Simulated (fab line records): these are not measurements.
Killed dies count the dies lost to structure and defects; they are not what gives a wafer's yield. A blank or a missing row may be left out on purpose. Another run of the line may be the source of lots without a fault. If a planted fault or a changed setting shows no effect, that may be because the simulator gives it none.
fab line records ; flow rit-cmos ; part 1 of 2: steps 1 to 26 of 28
[record] lots = 5; wafers = 23
route steps=202 shown GATE@89 NLDD@104 PLDD@122 NSD@139 SDANNEAL@153 CONTACT@168 M1@202
start-h: the number of hours between the record's first day and the start of the first shown wafer of the lot ; wait-h: hours since the lot's step before ; " as in the row above ; L1.1+2: one row covering several wafers at once ; - either no value or no given start ; * or withheld: withheld ; < > ~ a bound
route shown NAME@n: names a module that has steps shown in the file, with the first one's number in the route ; usual: average and standard deviation across the fault-free wafers ; same: alike in all rows ; chamber/n: place in a boat ; sites: the reading at each site ; _std_site: the values' standard deviation ; _edge_site: mean of outer sites minus mean of inner sites ; radius-mm: how far each site lies from the wafer's centre ; mask NAME#n: copy n ; behind: tool/chamber where the wafer was last shaped ; hold: cause of the lot's hold/its duration in hours/its outcome ; device: names the non-switching transistor (n, p or np) ; end of line: the route-end tests of the same wafers ; a step given without rows: its recipe and nothing more ; killed: not the wafer's yield, but the dies lost to structure and defects at the first sort ; map: the dies of a wafer, with x for killed, . for not killed, _ for no die there
set.NAME: setting as actually run; set.NAME@STEP: the setting as run at that earlier step ; model.NAME: the simulator's own value behind a step, which no gauge read
lots whose settings were changed on purpose; a table a step, a row a wafer
[[steps]]
[step RIT_GATE_EXPOSE_13]
[recipe] mask-id = M6; na = 0.6; source-shape = conventional; sigma-outer = 0.6; target-cd-nm = 150; dose-mj = 380
lot.wafer;tool;chamber;start-h;wait-h;mask;set.dose-mj
L077.1+3+5;iline-stepper-02;0;55.40;0.2;M6#0;395.6
L077.2+6;iline-stepper-02;0;55.40;0.2;M6#0;380
L080.1+5;iline-stepper-02;0;69.45;0.1;M6#0;402.7
L080.2+3+4;iline-stepper-02;0;69.45;0.1;M6#0;380
L079.1+4+6;iline-stepper-01;0;70.78;0.2;M6#0;380
L079.2+3;iline-stepper-01;0;70.78;0.2;M6#0;362.2
L081.2+3+5;iline-stepper-02;0;78.93;0.2;M6#0;380
L082.2+4+6;iline-stepper-02;0;86.59;0.4;M6#0;380
L082.3+5;iline-stepper-02;0;86.59;0.4;M6#0;388.3
[step RIT_GATE_PEB_14]
[recipe] resist = NOVOLAK; temp-c = withheld; time-s = withheld
[step RIT_GATE_DEVELOP_15]
[recipe] resist = NOVOLAK; develop-time-s = 52.08; dev-temp-c = 23
lot.wafer;tool;chamber;start-h;wait-h;set.dose-mj@GATE_EXPOSE_13;model.GATE.cd-nm
L077.1;litho-track-02;0;-;-;395.6;131.3
L077.2+6;litho-track-02;0;-;-;380;152.3
L077.3+5;litho-track-02;0;-;-;395.6;131.2
L080.1;litho-track-03;0;-;-;402.7;114.8
L080.2;litho-track-03;0;-;-;380;146.5
L080.3;litho-track-03;0;-;-;380;147.4
L080.4;litho-track-03;0;-;-;380;146.3
L080.5;litho-track-03;0;-;-;402.7;118.6
L079.1;litho-track-02;0;-;-;380;146.7
L079.2;litho-track-02;0;-;-;362.2;173.1
L079.3;litho-track-02;0;-;-;362.2;173.2
L079.4;litho-track-02;0;-;-;380;147.3
L079.6;litho-track-02;0;-;-;380;148.7
L081.2;litho-track-01;0;-;-;380;147.5
L081.3;litho-track-01;0;-;-;380;145
L081.5;litho-track-01;0;-;-;380;143.8
L082.2;litho-track-03;0;-;-;380;147.3
L082.3;litho-track-03;0;-;-;388.3;138.5
L082.4;litho-track-03;0;-;-;380;147.7
L082.5;litho-track-03;0;-;-;388.3;136.8
L082.6;litho-track-03;0;-;-;380;149
[step RIT_GATE_CD_MEAS_16]
[recipe] target-cd-nm = 150
[usual] cd-nm = 150/3
lot.wafer;tool;chamber;start-h;wait-h;set.dose-mj@GATE_EXPOSE_13;cd-nm
L077.1;cd-sem-02;-;55.80;-;395.6;132
L077.2;cd-sem-02;-;55.80;-;380;152
L077.3;cd-sem-02;-;55.80;-;395.6;132
L077.5;cd-sem-02;-;55.80;-;395.6;131
L077.6;cd-sem-02;-;55.80;-;380;152
L080.1;cd-sem-01;-;69.85;-;402.7;115
L080.2;cd-sem-01;-;69.85;-;380;147
L080.3;cd-sem-01;-;69.85;-;380;147
L080.4;cd-sem-01;-;69.85;-;380;146
L080.5;cd-sem-01;-;69.85;-;402.7;118
L079.1;cd-sem-02;-;71.18;-;380;147
L079.2;cd-sem-02;-;71.18;-;362.2;173
L079.3;cd-sem-02;-;71.18;-;362.2;173
L079.4;cd-sem-02;-;71.18;-;380;147
L079.6;cd-sem-02;-;71.18;-;380;149
L081.2;cd-sem-02;-;79.33;-;380;147
L081.3;cd-sem-02;-;79.33;-;380;144
L081.5;cd-sem-02;-;79.33;-;380;144
L082.2;cd-sem-02;-;87.04;-;380;147
L082.3;cd-sem-02;-;87.04;-;388.3;139
L082.4;cd-sem-02;-;87.04;-;380;148
L082.5;cd-sem-02;-;87.04;-;388.3;137
L082.6;cd-sem-02;-;87.04;-;380;149
[step RIT_GATE_ETCH_19]
[recipe] chemistry = SF6/CHF3/O2; time-s = 165; SF6_flow_sccm = 30; CHF3_flow_sccm = 30; O2_flow_sccm = 5; target = poly-Si; pressure-mtorr = 40; rf-w = 160; target-depth-a = 3125; over-etch-frac = 0.25; stop-on = SiO2
lot.wafer;tool;chamber;start-h;wait-h;set.over-etch-frac;set.sih4-flow-sccm@GATE_CVD_08;model.etch.depth-nm;model.GATE.feature-depth-nm
L077.1;rie-si-01;1;56.25;0.1;0.25;95.21;236.9;236.9
L077.2;rie-si-01;0;56.25;0.1;0.292;95.21;236.1;236.1
L077.3;rie-si-01;3;56.25;0.1;0.292;95.21;236.7;236.7
L077.5+6;rie-si-01;3,2;56.25;0.1;0.25;95.21;236.8;236.8
L080.1;rie-si-01;3;70.16;0.1;0.25;105.6;267;267
L080.2;rie-si-01;2;70.16;0.1;0.25;105.6;263.5;263.5
L080.3;rie-si-01;1;70.16;0.1;0.25;105.6;262.9;262.9
L080.4;rie-si-01;0;70.16;0.1;0.25;105.6;264.5;264.5
L080.5;rie-si-01;0;70.16;0.1;0.25;105.6;264.9;265
L079.1;rie-si-02;2;71.49;0.1;0.25;93.14;236.8;236.8
L079.2;rie-si-02;1;71.49;0.1;0.25;93.14;235.1;235.1
L079.3;rie-si-02;0;71.49;0.1;0.3033;93.14;238.1;238.1
L079.4;rie-si-02;3;71.49;0.1;0.3033;93.14;239.2;239.2
L079.6;rie-si-02;2;71.49;0.1;0.3033;93.14;238;238
L081.2;rie-si-01;2;79.62;0.1;0.25;100;249.1;249.1
L081.3;rie-si-01;3;79.62;0.1;0.25;100;248.3;248.3
L081.5;rie-si-01;3;79.62;0.1;0.25;100;250.3;250.3
L082.2;rie-si-01;0;87.33;0.1;0.2009;88.26;221.9;221.9
L082.3;rie-si-01;3;87.33;0.1;0.2009;88.26;220.4;220.4
L082.4;rie-si-01;2;87.33;0.1;0.25;88.26;222.6;222.6
L082.5;rie-si-01;2;87.33;0.1;0.25;88.26;223.5;223.5
L082.6;rie-si-01;3;87.33;0.1;0.25;88.26;222.9;222.9
[step RIT_GATE_STRIP_20]
[recipe] chemistry = O2; time-s = 180; resist = NOVOLAK; platen-temp-c = withheld; power-w = 500; pressure-mtorr = 4000; o2-flow-sccm = 4000
[step RIT_GATE_CD_MEAS_90]
[recipe] target-cd-nm = 150
[usual] cd-nm = 150/3.1
lot.wafer;tool;chamber;start-h;wait-h;set.dose-mj@GATE_EXPOSE_13;cd-nm
L077.1;cd-sem-01;-;56.54;0.1;395.6;131
L077.2;cd-sem-01;-;56.54;0.1;380;152
L077.3;cd-sem-01;-;56.54;0.1;395.6;131
L077.5;cd-sem-01;-;56.54;0.1;395.6;131
L077.6;cd-sem-01;-;56.54;0.1;380;152
L080.1;cd-sem-01;-;70.44;0.1;402.7;114
L080.2;cd-sem-01;-;70.44;0.1;380;146
L080.3;cd-sem-01;-;70.44;0.1;380;147
L080.4;cd-sem-01;-;70.44;0.1;380;146
L080.5;cd-sem-01;-;70.44;0.1;402.7;118
L079.1;cd-sem-01;-;71.77;0.1;380;146
L079.2;cd-sem-01;-;71.77;0.1;362.2;173
L079.3;cd-sem-01;-;71.77;0.1;362.2;173
L079.4;cd-sem-01;-;71.77;0.1;380;147
L079.6;cd-sem-01;-;71.77;0.1;380;148
L081.2;cd-sem-01;-;79.92;0.1;380;147
L081.3;cd-sem-01;-;79.92;0.1;380;145
L081.5;cd-sem-01;-;79.92;0.1;380;144
L082.2;cd-sem-02;-;87.63;0.1;380;147
L082.3;cd-sem-02;-;87.63;0.1;388.3;138
L082.4;cd-sem-02;-;87.63;0.1;380;148
L082.5;cd-sem-02;-;87.63;0.1;388.3;137
L082.6;cd-sem-02;-;87.63;0.1;380;149
[step RIT_NLDD_COAT_01]
[recipe] resist = NOVOLAK; spin-rpm = 3250; resist-thk-nm = 1000
lot.wafer;tool;chamber;start-h;wait-h;set.resist-thk-nm;model.NOVOLAK_of_NLDD_COAT_01.thk-nm
L077.1;litho-track-03;0;59.89;0.1;948.9;950
L077.2+3;litho-track-03;0;59.89;0.1;1000;1002
L077.5;litho-track-03;0;59.89;0.1;948.9;949.4
L077.6;litho-track-03;0;59.89;0.1;1000;997.9
L079.1;litho-track-04;0;77.11;0.1;1000;996
L079.2;litho-track-04;0;77.11;0.1;1025;1021
L079.3;litho-track-04;0;77.11;0.1;1000;998.5
L079.4;litho-track-04;0;77.11;0.1;1000;995.7
L079.6;litho-track-04;0;77.11;0.1;1025;1022
L080.1;litho-track-03;0;77.11;0.1;1000;1000
L080.2;litho-track-03;0;77.11;0.1;1000;999.2
L080.3;litho-track-03;0;77.11;0.1;1000;999.6
L080.4;litho-track-03;0;77.11;0.1;1050;1048
L080.5;litho-track-03;0;77.11;0.1;1050;1050
L081.2;litho-track-03;0;83.37;0.1;1000;996.2
L081.3;litho-track-03;0;83.37;0.1;1000;998.6
L081.5;litho-track-03;0;83.37;0.1;1000;999.6
L082.2;litho-track-04;0;91.45;0.1;950.7;948.8
L082.3;litho-track-04;0;91.45;0.1;1000;1003
L082.4;litho-track-04;0;91.45;0.1;1000;996.4
L082.5;litho-track-04;0;91.45;0.1;1000;995.2
L082.6;litho-track-04;0;91.45;0.1;950.7;951.7
[step RIT_NLDD_DEVELOP_05]
[recipe] resist = NOVOLAK; develop-time-s = 50; dev-temp-c = 23
lot.wafer;tool;chamber;start-h;wait-h;set.develop-time-s
L077.1+3+6;litho-track-03;0;-;-;52.47
L077.2+5;litho-track-03;0;-;-;50
L079.1+2+6;litho-track-03;0;-;-;55.12
L079.3+4;litho-track-03;0;-;-;50
L080.1+3+4;litho-track-02;0;-;-;50
L080.2+5;litho-track-02;0;-;-;56.64
L081.2+3+5;litho-track-03;0;-;-;50
L082.2+3+5;litho-track-02;0;-;-;50
L082.4+6;litho-track-02;0;-;-;47.78
[step RIT_NLDD_HARDBAKE_07]
[recipe] resist = NOVOLAK; temp-c = 140; time-s = 60
lot.wafer;tool;chamber;start-h;wait-h;set.resist-thk-nm@NLDD_COAT_01;model.NOVOLAK_of_NLDD_COAT_01.thk-nm
L077.1;litho-track-04;0;60.62;0.0;948.9;840.1
L077.2;litho-track-04;0;60.62;0.0;1000;885.4
L077.3;litho-track-04;0;60.62;0.0;1000;885.7
L077.5;litho-track-04;0;60.62;0.0;948.9;839.5
L077.6;litho-track-04;0;60.62;0.0;1000;881.9
L079.1;litho-track-04;0;77.84;0.0;1000;880.3
L079.2;litho-track-04;0;77.84;0.0;1025;902.5
L079.3;litho-track-04;0;77.84;0.0;1000;882.4
L079.4;litho-track-04;0;77.84;0.0;1000;880
L079.6;litho-track-04;0;77.84;0.0;1025;903.1
L080.1;litho-track-03;0;77.96;0.0;1000;884.1
L080.2;litho-track-03;0;77.96;0.0;1000;883
L080.3;litho-track-03;0;77.96;0.0;1000;883.4
L080.4;litho-track-03;0;77.96;0.0;1050;926
L080.5;litho-track-03;0;77.96;0.0;1050;927.6
L081.2;litho-track-02;0;84.27;0.2;1000;880.4
L081.3;litho-track-02;0;84.27;0.2;1000;882.5
L081.5;litho-track-02;0;84.27;0.2;1000;883.5
L082.2;litho-track-02;0;92.29;0.0;950.7;838.9
L082.3;litho-track-02;0;92.29;0.0;1000;886.1
L082.4;litho-track-02;0;92.29;0.0;1000;880.7
L082.5;litho-track-02;0;92.29;0.0;1000;879.6
L082.6;litho-track-02;0;92.29;0.0;950.7;841.5
[step RIT_PLDD_IMPLANT_08]
[recipe] species = BF2; energy-kev = 20; dose-cm2 = 9e+14; tilt-deg = 7
lot.wafer;tool;chamber;start-h;wait-h;set.energy-kev;model.implant.rp-nm;model.implant.drp-nm
L077.1+2+5;implanter-02;0;62.20;0.1;20;17.39;9.752
L077.3+6;implanter-02;0;62.20;0.1;19.31;16.92;9.514
L079.1+3;implanter-04;0;79.56;0.1;18.92;16.68;9.379
L079.2+4+6;implanter-04;0;79.56;0.1;20;17.42;9.752
L080.1+4+5;implanter-02;0;79.89;0.1;20;17.44;9.752
L080.2+3;implanter-02;0;79.89;0.1;19.41;17.04;9.549
L081.2+3+5;implanter-04;0;85.96;0.1;20;17.62;9.752
L082.2+3+4+5+6;implanter-04;0;94.21;0.1;20;17.04;9.752
[step RIT_NSD_IMPLANT_08]
[recipe] species = P; energy-kev = 25; dose-cm2 = 1e+15; tilt-deg = 7
lot.wafer;tool;chamber;start-h;wait-h;set.dose-cm2
L077.1+5;implanter-04;0;66.15;0.1;1.074e+15
L077.2+3+6;implanter-04;0;66.15;0.1;1e+15
L079.1+4+6;implanter-03;0;84.43;0.1;1.074e+15
L079.2+3;implanter-03;0;84.43;0.1;1e+15
L080.1+2+3+4+5;implanter-01;0;84.89;0.1;1e+15
L081.2+3+5;implanter-04;0;90.00;0.1;1e+15
L082.2+4+5;implanter-03;0;98.47;0.1;1e+15
L082.3+6;implanter-03;0;98.47;0.1;9.567e+14
[step RIT_NSD_STRIP_09]
[recipe] chemistry = O2; time-s = 180; resist = NOVOLAK; platen-temp-c = withheld; power-w = 483.7; pressure-mtorr = 4000; o2-flow-sccm = 4000
[step RIT_NSD_TW_MEAS_10]
[usual] NSD_TW = 3124/12
lot.wafer;tool;chamber;start-h;wait-h;set.dose-cm2@NSD_IMPLANT_08;NSD_TW
L077.1;film-metro-04;-;66.48;0.1;1.074e+15;3173
L077.2;film-metro-04;-;66.48;0.1;1e+15;3126
L077.3;film-metro-04;-;66.48;0.1;1e+15;3119
L077.5;film-metro-04;-;66.48;0.1;1.074e+15;3186
L077.6;film-metro-04;-;66.48;0.1;1e+15;3124
L079.1;film-metro-04;-;84.75;0.1;1.074e+15;3187
L079.2;film-metro-04;-;84.75;0.1;1e+15;3135
L079.3;film-metro-04;-;84.75;0.1;1e+15;3148
L079.4;film-metro-04;-;84.75;0.1;1.074e+15;3190
L079.6;film-metro-04;-;84.75;0.1;1.074e+15;3194
L080.1;film-metro-03;-;85.21;0.1;1e+15;3127
L080.2;film-metro-03;-;85.21;0.1;1e+15;3121
L080.3;film-metro-03;-;85.21;0.1;1e+15;3113
L080.4;film-metro-03;-;85.21;0.1;1e+15;3120
L080.5;film-metro-03;-;85.21;0.1;1e+15;3104
L081.2;film-metro-04;-;90.31;0.1;1e+15;3146
L081.3;film-metro-04;-;90.31;0.1;1e+15;3138
L081.5;film-metro-04;-;90.31;0.1;1e+15;3133
L082.2;film-metro-03;-;98.78;0.1;1e+15;3103
L082.3;film-metro-03;-;98.78;0.1;9.567e+14;3086
L082.4;film-metro-03;-;98.78;0.1;1e+15;3130
L082.5;film-metro-03;-;98.78;0.1;1e+15;3110
L082.6;film-metro-03;-;98.78;0.1;9.567e+14;3096
[step RIT_SDANNEAL_CLEAN_00]
[recipe] chemistry = SC1; mix = 3:3:50; time-s = 600; temp-c = 75
lot.wafer;tool;chamber;start-h;wait-h;set.temp-c
L077.1+2+3+5+6;-;-;-;0.1;78.32
L079.1+2+3+4+6;-;-;-;0.1;71.36
L080.1+2+3+4+5;-;-;-;0.1;78.4
L081.2+3+5;wet-bench-03;0;92.12;0.0;75
L082.2+3+4+5+6;-;-;-;0.0;75
[step RIT_SDANNEAL_CLEAN_01]
[recipe] chemistry = dHF; dilution = 50:1; time-s = 30
[step RIT_SDANNEAL_CLEAN_02]
[recipe] chemistry = SC2; mix = 3:3:50; time-s = 600; temp-c = 75; dry = n2-spin
[step RIT_SDANNEAL_RTA_03]
[recipe] temp-c = 1050; time-s = 5; idle-temp-c = 600; ramp-up-c-per-s = 342; ramp-down-c-per-s = 171; cool-to-c = 600; ambient = N2
[step RIT_SDANNEAL_RS_MEAS_05]
[recipe] thk-meas-gauge = four-point-probe
[usual] NSD_RS = 84.5/0.32
lot.wafer;tool;chamber;start-h;wait-h;set.dose-cm2@NSD_IMPLANT_08;NSD_RS[ohm/sq]
L077.1;film-metro-04;-;68.79;0.1;1.074e+15;79.7
L077.2;film-metro-04;-;68.79;0.1;1e+15;84.5
L077.3;film-metro-04;-;68.79;0.1;1e+15;84.3
L077.5;film-metro-04;-;68.79;0.1;1.074e+15;79.5
L077.6;film-metro-04;-;68.79;0.1;1e+15;84.1
L079.1;film-metro-03;-;87.57;0.1;1.074e+15;79.9
L079.2;film-metro-03;-;87.57;0.1;1e+15;84.4
L079.3;film-metro-03;-;87.57;0.1;1e+15;84.3
L079.4;film-metro-03;-;87.57;0.1;1.074e+15;79.6
L079.6;film-metro-03;-;87.57;0.1;1.074e+15;79.7
L080.1;film-metro-04;-;87.73;0.1;1e+15;84.7
L080.2;film-metro-04;-;87.73;0.1;1e+15;84.7
L080.3;film-metro-04;-;87.73;0.1;1e+15;84.6
L080.4;film-metro-04;-;87.73;0.1;1e+15;84.6
L080.5;film-metro-04;-;87.73;0.1;1e+15;84.8
L081.2;film-metro-01;-;92.68;0.1;1e+15;84.5
L081.3;film-metro-01;-;92.68;0.1;1e+15;84.5
L081.5;film-metro-01;-;92.68;0.1;1e+15;84.7
L082.2;film-metro-01;-;100.82;0.1;1e+15;84.5
L082.3;film-metro-01;-;100.82;0.1;9.567e+14;87.1
L082.4;film-metro-01;-;100.82;0.1;1e+15;84.5
L082.5;film-metro-01;-;100.82;0.1;1e+15;84.3
L082.6;film-metro-01;-;100.82;0.1;9.567e+14;87.3
[step RIT_SDANNEAL_RS_MEAS_06]
[recipe] thk-meas-gauge = four-point-probe
[usual] PLDD_RS = 178.9/0.51
lot.wafer;tool;chamber;start-h;wait-h;set.energy-kev@PLDD_IMPLANT_08;PLDD_RS[ohm/sq]
L077.1;film-metro-04;-;68.91;0.1;20;178.6
L077.2;film-metro-04;-;68.91;0.1;20;178.0
L077.3;film-metro-04;-;68.91;0.1;19.31;181.1
L077.5;film-metro-04;-;68.91;0.1;20;178.8
L077.6;film-metro-04;-;68.91;0.1;19.31;180.2
L079.1;film-metro-03;-;87.69;0.1;18.92;182.8
L079.2;film-metro-03;-;87.69;0.1;20;179.1
L079.3;film-metro-03;-;87.69;0.1;18.92;182.5
L079.4;film-metro-03;-;87.69;0.1;20;179.3
L079.6;film-metro-03;-;87.69;0.1;20;179.5
L080.1;film-metro-04;-;87.85;0.1;20;178.4
L080.2;film-metro-04;-;87.85;0.1;19.41;180.1
L080.3;film-metro-04;-;87.85;0.1;19.41;180.0
L080.4;film-metro-04;-;87.85;0.1;20;178.4
L080.5;film-metro-04;-;87.85;0.1;20;178.0
L081.2;film-metro-01;-;92.80;0.1;20;178.4
L081.3;film-metro-01;-;92.80;0.1;20;178.8
L081.5;film-metro-01;-;92.80;0.1;20;178.9
L082.2;film-metro-01;-;100.94;0.1;20;178.5
L082.3;film-metro-01;-;100.94;0.1;20;178.7
L082.4;film-metro-01;-;100.94;0.1;20;178.5
L082.5;film-metro-01;-;100.94;0.1;20;178.8
L082.6;film-metro-01;-;100.94;0.1;20;178.8
[step RIT_CONTACT_CVD_00]
[recipe] material = SiO2; target-thk-nm = 400; precursor = TEOS; temp-c = 390; time-s = 61; rf-w = 400
lot.wafer;tool;chamber;start-h;wait-h;set.time-s;model.SiO2_of_CONTACT_CVD_00.thk-nm
L077.1;pecvd-03;0;69.67;0.1;52.02;334
L077.2;pecvd-03;2;69.67;0.1;52.02;329.5
L077.3;pecvd-03;1;69.67;0.1;61;392.2
L077.5;pecvd-03;0;69.67;0.1;61;398
L077.6;pecvd-03;2;69.67;0.1;61;393.2
L079.1;pecvd-04;1;88.45;0.1;61;395.1
L079.2;pecvd-04;0;88.45;0.1;61;389.9
L079.3;pecvd-04;2;88.45;0.1;69.04;444.9
L079.4;pecvd-04;2;88.45;0.1;61;401.3
L079.6;pecvd-04;0;88.45;0.1;69.04;449.4
L080.1;pecvd-03;2;88.61;0.1;61;394
L080.2;pecvd-03;0;88.61;0.1;61;392.5
L080.3+4;pecvd-03;1,2;88.61;0.1;66.59;434.2
L080.5;pecvd-03;1;88.61;0.1;66.59;445.1
L081.2;pecvd-01;0;93.54;0.0;61;396
L081.3;pecvd-01;1;93.54;0.0;61;409.8
L081.5;pecvd-01;0;93.54;0.0;61;405.9
L082.2;pecvd-04;0;101.68;0.0;61;390.4
L082.3;pecvd-04;1;101.68;0.0;61;390.8
L082.4;pecvd-04;0;101.68;0.0;64.74;423.5
L082.5;pecvd-04;1;101.68;0.0;64.74;427.7
L082.6;pecvd-04;2;101.68;0.0;64.74;427.8
[step RIT_CONTACT_THK_MEAS_01]
[recipe] reads = SiO2_of_CONTACT_CVD_00
[usual] CONTACT_TEOS_THK = 400/5.8
lot.wafer;tool;chamber;start-h;wait-h;set.time-s@CONTACT_CVD_00;CONTACT_TEOS_THK[nm]
L077.1;film-metro-02;-;69.72;0.0;52.02;334
L077.2;film-metro-02;-;69.72;0.0;52.02;330
L077.3;film-metro-02;-;69.72;0.0;61;392
L077.5;film-metro-02;-;69.72;0.0;61;398
L077.6;film-metro-02;-;69.72;0.0;61;393
L079.1;film-metro-04;-;88.50;0.0;61;395
L079.2;film-metro-04;-;88.50;0.0;61;390
L079.3;film-metro-04;-;88.50;0.0;69.04;445
L079.4;film-metro-04;-;88.50;0.0;61;401
L079.6;film-metro-04;-;88.50;0.0;69.04;450
L080.1;film-metro-02;-;88.66;0.0;61;394
L080.2;film-metro-02;-;88.66;0.0;61;392
L080.3;film-metro-02;-;88.66;0.0;66.59;434
L080.4;film-metro-02;-;88.66;0.0;66.59;434
L080.5;film-metro-02;-;88.66;0.0;66.59;445
L081.2;film-metro-01;-;93.63;0.1;61;396
L081.3;film-metro-01;-;93.63;0.1;61;410
L081.5;film-metro-01;-;93.63;0.1;61;406
L082.2;film-metro-04;-;101.74;0.0;61;390
L082.3;film-metro-04;-;101.74;0.0;61;391
L082.4;film-metro-04;-;101.74;0.0;64.74;424
L082.5;film-metro-04;-;101.74;0.0;64.74;428
L082.6;film-metro-04;-;101.74;0.0;64.74;428
[step RIT_CONTACT_DEVELOP_07]
[recipe] resist = NOVOLAK; develop-time-s = 120; dev-temp-c = 23
lot.wafer;tool;chamber;start-h;wait-h;set.develop-time-s
L077.1+2+6;litho-track-03;0;-;-;107.7
L077.3+5;litho-track-03;0;-;-;120
L079.1+6;litho-track-04;0;-;-;120
L079.2+3+4;litho-track-04;0;-;-;107.2
L080.1+2+5;litho-track-03;0;-;-;108.5
L080.3+4;litho-track-03;0;-;-;120
L081.2+3+5;litho-track-02;0;-;-;120
L082.2+5+6;litho-track-03;0;-;-;136.1
L082.3+4;litho-track-03;0;-;-;120
[step RIT_CONTACT_CD_MEAS_08]
[recipe] target-cd-nm = 1000
[usual] cd-nm = 999.1/2.4
lot.wafer;tool;chamber;start-h;wait-h;set.develop-time-s@CONTACT_DEVELOP_07;cd-nm
L077.1;cd-sem-01;-;70.94;-;107.7;989.3
L077.2;cd-sem-01;-;70.94;-;107.7;988.3
L077.3;cd-sem-01;-;70.94;-;120;997.2
L077.5;cd-sem-01;-;70.94;-;120;998.2
L077.6;cd-sem-01;-;70.94;-;107.7;989.3
L079.1;cd-sem-01;-;89.53;-;120;1001.5
L079.2;cd-sem-01;-;89.53;-;107.2;993.2
L079.3;cd-sem-01;-;89.53;-;107.2;994.5
L079.4;cd-sem-01;-;89.53;-;107.2;992.8
L079.6;cd-sem-01;-;89.53;-;120;1001.7
L080.1;cd-sem-02;-;89.68;-;108.5;988.7
L080.2;cd-sem-02;-;89.68;-;108.5;986.5
L080.3;cd-sem-02;-;89.68;-;120;996.1
L080.4;cd-sem-02;-;89.68;-;120;997.4
L080.5;cd-sem-02;-;89.68;-;108.5;987.7
L081.2;cd-sem-01;-;94.79;-;120;1001.3
L081.3;cd-sem-01;-;94.79;-;120;998.4
L081.5;cd-sem-01;-;94.79;-;120;1000.1
L082.2;cd-sem-01;-;103.07;-;136.1;1006.0
L082.3;cd-sem-01;-;103.07;-;120;997.0
L082.4;cd-sem-01;-;103.07;-;120;998.0
L082.5;cd-sem-01;-;103.07;-;136.1;1007.2
L082.6;cd-sem-01;-;103.07;-;136.1;1004.7
[step RIT_CONTACT_ETCH_11]
[recipe] target-depth-a = 4800; over-etch-frac = 0.2; stop-on = TiSi2; chemistry = CHF3/CF4/Ar; target = SiO2; CHF3_flow_sccm = 50; cf4-flow-sccm = 10; Ar_flow_sccm = 100; O2_flow_sccm = 5; pressure-mtorr = 100; rf-w = 200; time-s = 320
lot.wafer;tool;chamber;start-h;wait-h;set.time-s;set.develop-time-s@CONTACT_DEVELOP_07;model.CONTACT.cd-nm
L077.1;rie-diel-02;1;71.25;0.1;320;107.7;988.9
L077.2;rie-diel-02;3;71.25;0.1;345.1;107.7;988.5
L077.3;rie-diel-02;2;71.25;0.1;320;120;996.9
L077.5;rie-diel-02;0;71.25;0.1;345.1;120;998.1
L077.6;rie-diel-02;1;71.25;0.1;320;107.7;988.7
L079.1;rie-diel-02;1;89.83;0.1;320;120;1001
L079.2;rie-diel-02;2;89.83;0.1;278.1;107.2;992.9
L079.3;rie-diel-02;3;89.83;0.1;278.1;107.2;993.9
L079.4;rie-diel-02;0;89.83;0.1;320;107.2;993
L079.6;rie-diel-02;0;89.83;0.1;278.1;120;1001
L080.1;rie-diel-03;0;89.99;0.1;320;108.5;989.1
L080.2;rie-diel-03;2;89.99;0.1;320;108.5;986.3
L080.3;rie-diel-03;3;89.99;0.1;342.1;120;997
L080.4;rie-diel-03;1;89.99;0.1;320;120;997.4
L080.5;rie-diel-03;1;89.99;0.1;342.1;108.5;988
L081.2;rie-diel-04;0;95.07;0.1;320;120;1001
L081.3;rie-diel-04;2;95.07;0.1;320;120;998.3
L081.5;rie-diel-04;1;95.07;0.1;320;120;1000
L082.2;rie-diel-04;2;103.36;0.1;320;136.1;1006
L082.3;rie-diel-04;1;103.36;0.1;300.6;120;996.8
L082.4;rie-diel-04;2;103.36;0.1;320;120;998.1
L082.5;rie-diel-04;0;103.36;0.1;300.6;136.1;1007
L082.6;rie-diel-04;1;103.36;0.1;300.6;136.1;1005
[step RIT_CONTACT_STRIP_12]
[recipe] chemistry = O2; time-s = 180; resist = NOVOLAK; platen-temp-c = withheld; power-w = 500; pressure-mtorr = 4000; o2-flow-sccm = 4000
[[key]]
[split] step = RIT_GATE_EXPOSE_13; setting = dose-mj; stated = 380; by = wafer
[response] step = RIT_GATE_DEVELOP_15; reading = model.GATE.cd-nm; change = -5.15; per = 1%; r = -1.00
[response] step = RIT_GATE_CD_MEAS_16; reading = cd-nm; change = -5.14; per = 1%; r = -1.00
[response] step = RIT_GATE_CD_MEAS_90; reading = cd-nm; change = -5.18; per = 1%; r = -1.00
[split] step = RIT_GATE_ETCH_19; setting = over-etch-frac; stated = 0.25; by = wafer
response none clear
[split] step = RIT_NLDD_COAT_01; setting = resist-thk-nm; stated = 1000; by = wafer
[response] step = RIT_NLDD_COAT_01; reading = model.NOVOLAK_of_NLDD_COAT_01.thk-nm; change = +9.88; per = 1%; r = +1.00
[response] step = RIT_NLDD_HARDBAKE_07; reading = model.NOVOLAK_of_NLDD_COAT_01.thk-nm; change = +8.64; per = 1%; r = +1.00
[split] step = RIT_NLDD_DEVELOP_05; setting = develop-time-s; stated = 50; by = wafer
response none clear
[split] step = RIT_PLDD_IMPLANT_08; setting = energy-kev; stated = 20; by = wafer
[response] step = RIT_PLDD_IMPLANT_08; reading = model.implant.rp-nm; change = +0.137; per = 1%; r = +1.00
[response] step = RIT_PLDD_IMPLANT_08; reading = model.implant.drp-nm; change = +0.069; per = 1%; r = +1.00
[response] step = RIT_SDANNEAL_RS_MEAS_06; reading = PLDD_RS; change = -0.617; per = 1%; r = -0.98
[split] step = RIT_NSD_IMPLANT_08; setting = dose-cm2; stated = 1e+15; by = wafer
[response] step = RIT_NSD_TW_MEAS_10; reading = NSD_TW; change = +6.85; per = 1%; r = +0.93
[response] step = RIT_SDANNEAL_RS_MEAS_05; reading = NSD_RS; change = -0.63; per = 1%; r = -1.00
[split] step = RIT_SDANNEAL_CLEAN_00; setting = temp-c; stated = 75; by = lot
response none clear
[split] step = RIT_CONTACT_CVD_00; setting = time-s; stated = 61; by = wafer
[response] step = RIT_CONTACT_CVD_00; reading = model.SiO2_of_CONTACT_CVD_00.thk-nm; change = +4.36; per = 1%; r = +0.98
[response] step = RIT_CONTACT_THK_MEAS_01; reading = CONTACT_TEOS_THK; change = +4.36; per = 1%; r = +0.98
[response] step = RIT_M1_PROBE_99; reading = killed-at-contacts; shape = bent; at-lowest = 0.5; at-stated = 0.2; at-highest = 248.5
[split] step = RIT_CONTACT_DEVELOP_07; setting = develop-time-s; stated = 120; by = wafer
[response] step = RIT_CONTACT_CD_MEAS_08; reading = cd-nm; change = +0.77; per = 1%; r = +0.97
[response] step = RIT_CONTACT_ETCH_11; reading = model.CONTACT.cd-nm; change = +0.759; per = 1%; r = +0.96
[response] step = RIT_CONTACT_CD_MEAS_90; reading = cd-nm; change = +0.757; per = 1%; r = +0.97
[split] step = RIT_CONTACT_ETCH_11; setting = time-s; stated = 320; by = wafer
response none clear
split outside-this-file step=RIT_GATE_CVD_08 setting=sih4-flow-sccm
// split outside-this-file: this setting was split too, and the file shows its column; the key of that split is in another file
